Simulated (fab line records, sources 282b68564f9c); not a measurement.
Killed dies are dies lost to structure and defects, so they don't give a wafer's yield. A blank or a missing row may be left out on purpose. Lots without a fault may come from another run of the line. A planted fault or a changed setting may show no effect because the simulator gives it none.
Which tool did it? | flow rit_cmos | 14 lots, 42 wafers sampled, at 1 step of a route of 202

WHAT THE GAUGES READ, wafer by wafer
The record holds no reading of a measuring or inspecting step that can be judged against a usual standard deviation.

WHICH TOOL RAN EACH LOT (tool, then ch and the chambers of the sampled wafers, then the start)
lot  | RIT_PSD_EXPOSE_03
L149 | iline_stepper-02 ch 0, day 3 16:23
L150 | iline_stepper-02 ch 0, day 3 19:16
L151 | iline_stepper-02 ch 0, day 3 22:56
L153 | iline_stepper-02, day 4 07:24
L154 | iline_stepper-02, day 4 11:26
L156 | iline_stepper-01 ch 0, day 5 04:05
L159 | iline_stepper-01 ch 0, day 5 16:44
L160 | iline_stepper-02 ch 0, day 5 20:48
L161 | iline_stepper-02 ch 0, day 6 03:08
L164 | iline_stepper-02 ch 0, day 6 15:07
L165 | iline_stepper-01 ch 0, day 6 23:48
L166 | iline_stepper-01 ch 0, day 7 01:37
L168 | iline_stepper-01 ch 0, day 7 10:52
L170 | iline_stepper-02 ch 0, day 8 01:18
- RIT_PSD_EXPOSE_03: exposes mask M10, target cd 40900 nm.

WHAT THE TOOLS THEMSELVES READ (means of the sampled wafers that have a number; where no wafer has one, the mark that the record gives instead)
RIT_PSD_EXPOSE_03. Usual: exposure_dose_mJ_cm2 249.98, standard deviation 0.26; focus_offset_nm 0.0 nm, standard deviation 0.54.
lot  | tool             | exposure_dose_mJ_cm2 | focus_offset_nm (nm) | flag
L149 | iline_stepper-02 | 249.91               | 0.1                  |
L150 | iline_stepper-02 | 250.07               | 0.3                  |
L151 | iline_stepper-02 | 249.76               | 0.4                  |
L153 | iline_stepper-02 | -                    | -                    | OFF
L154 | iline_stepper-02 | -                    | -                    | OFF
L156 | iline_stepper-01 | 249.82               | 0.2                  |
L159 | iline_stepper-01 | 250.15               | 0.1                  |
L160 | iline_stepper-02 | 250.01               | -0.1                 |
L161 | iline_stepper-02 | 250.10               | -0.4                 |
L164 | iline_stepper-02 | 249.82               | -0.2                 |
L165 | iline_stepper-01 | 249.79               | 0.3                  |
L166 | iline_stepper-01 | 250.04               | -0.3                 |
L168 | iline_stepper-01 | 250.38               | 0.2                  |
L170 | iline_stepper-02 | 250.09               | -0.2                 |

THE ANSWER, worked out from the rows above alone
Rule: a lot is off if the mean of its wafers that have a number lies more than 3 standard deviations from the usual mean. A lot without any number at a reading at which 4 lots or more have one is off too. The other lots that the step has rows for count as sound. The gauges are gone through in route order, then the tools' own readings, and for those a lot's mean is taken as printed above. The first step at which some lot is off is used, and at that step the reading that is off furthest; a lot without a number counts as furthest.
Off: L153, L154, at RIT_PSD_EXPOSE_03 (exposure_dose_mJ_cm2). Without a number there: L153, L154.
A tool fits if, at that step or a process step before it, it ran every lot that is off, and no sound lot after the first of them. None of those tried fits.

WHAT THE SIMULATOR HAD PUT IN
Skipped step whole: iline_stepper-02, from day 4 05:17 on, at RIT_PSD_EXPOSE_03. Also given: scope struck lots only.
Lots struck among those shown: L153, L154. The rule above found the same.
